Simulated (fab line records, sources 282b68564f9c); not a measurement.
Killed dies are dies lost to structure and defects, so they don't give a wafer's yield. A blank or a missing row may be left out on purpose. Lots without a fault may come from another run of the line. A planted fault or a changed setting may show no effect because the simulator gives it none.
A struck lot beside a sound one | flow rit_cmos | 14 steps out of a route of 202
Sound: wafers L667.2, L667.3, L667.6. Struck: wafers L671.2, L671.3, L671.5. The cause comes at the end.
At each step with rows: each side's tool, then ch and its chambers, then its first start. Under that, the readings that differ: sound wafers | struck wafers | difference of the means | sigmas: that difference in standard deviations of wafers without a fault.
alike: readings whose means differ by less than 2 such deviations, and words and numbers that are the same on both sides. not compared: withheld readings, readings that some wafer has no value for, bounds like >300 that may hide the same value, and numbers for which the record gives no deviation and whose values overlap.
The two part at a step that has a row with sigmas, a row that says differs or no value, or rows on one side only. Numbers that don't overlap but have no deviation are shown without sigmas and don't part them. A reading that every wafer of one side lacks parts them only if that side has two wafers or more.

first, 1 step without rows for these wafers: RIT_CONTACT_HARDBAKE_10 (time 60 s).
RIT_CONTACT_ETCH_11: etches SiO2 in CHF3/CF4/Ar, stops on TiSi2, target depth 480 nm, time 320 s.
  sound on rie_diel-04 ch 1,2,3, day 3 19:20; struck on rie_diel-02 ch 1,2, day 4 11:41
  alike: drypump_motor_current_A, oes_product_au, throttle_valve_pct
  not compared: rf_hours_counter_h
RIT_CONTACT_STRIP_12: strips in O2, time 180 s.
  sound on plasma_asher-02 ch 0,1, day 3 19:32; struck on plasma_asher-02 ch 0,1, day 4 11:52
  alike: drypump_motor_current_A
  not compared: rf_hours_counter_h
RIT_CONTACT_CD_MEAS_90: target cd 1000 nm.
  sound on cd_sem-02, day 3 19:44; struck on cd_sem-02, day 4 12:04
  alike: cd_nm
then, 2 steps without rows for these wafers: RIT_CONTACT_CLEAN_13 (cleans in SC1, time 600 s); RIT_CONTACT_CLEAN_14 (cleans in SC2, time 600 s).
RIT_M1_SPUTTER_00: material Al, target thk 400 nm, time 500 s.
  sound on pvd_sputter-02, day 3 20:11; struck on pvd_sputter-02, day 4 12:32
  alike: throttle_valve_pct
RIT_M1_RS_MEAS_01: measures by four-point-probe.
  sound on film_metro-01, day 3 20:30; struck on film_metro-01, day 4 12:51
  alike: M1_AL_RS
RIT_M1_THK_MEAS_02: measures by xrf.
  sound on film_metro-01, day 3 20:37; struck on film_metro-01, day 4 12:58
  alike: M1_AL_THK
then, 3 steps without rows for these wafers: RIT_M1_HMDS_03 (prime time 60 s); RIT_M1_COAT_04 (resist thk 1300 nm); RIT_M1_SOFTBAKE_05 (time 60 s).
RIT_M1_EXPOSE_06: exposes mask M12, target cd 2600 nm.
  sound on iline_stepper-01 ch 0, day 3 21:15; struck on iline_stepper-01, day 4 13:38
  no value came back on the struck wafers for exposure_dose_mJ_cm2, focus_offset_nm (nm); on the sound wafers exposure_dose_mJ_cm2 reads 250.15 250.09 249.81
  alike: mask
then, 1 step without rows for these wafers: RIT_M1_PEB_07.

WHERE THEY PART
Only at RIT_M1_EXPOSE_06, within this record.

WHY: what the simulator had put in
Skipped step whole: iline_stepper-01, from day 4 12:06 on, at RIT_M1_EXPOSE_06. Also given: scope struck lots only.
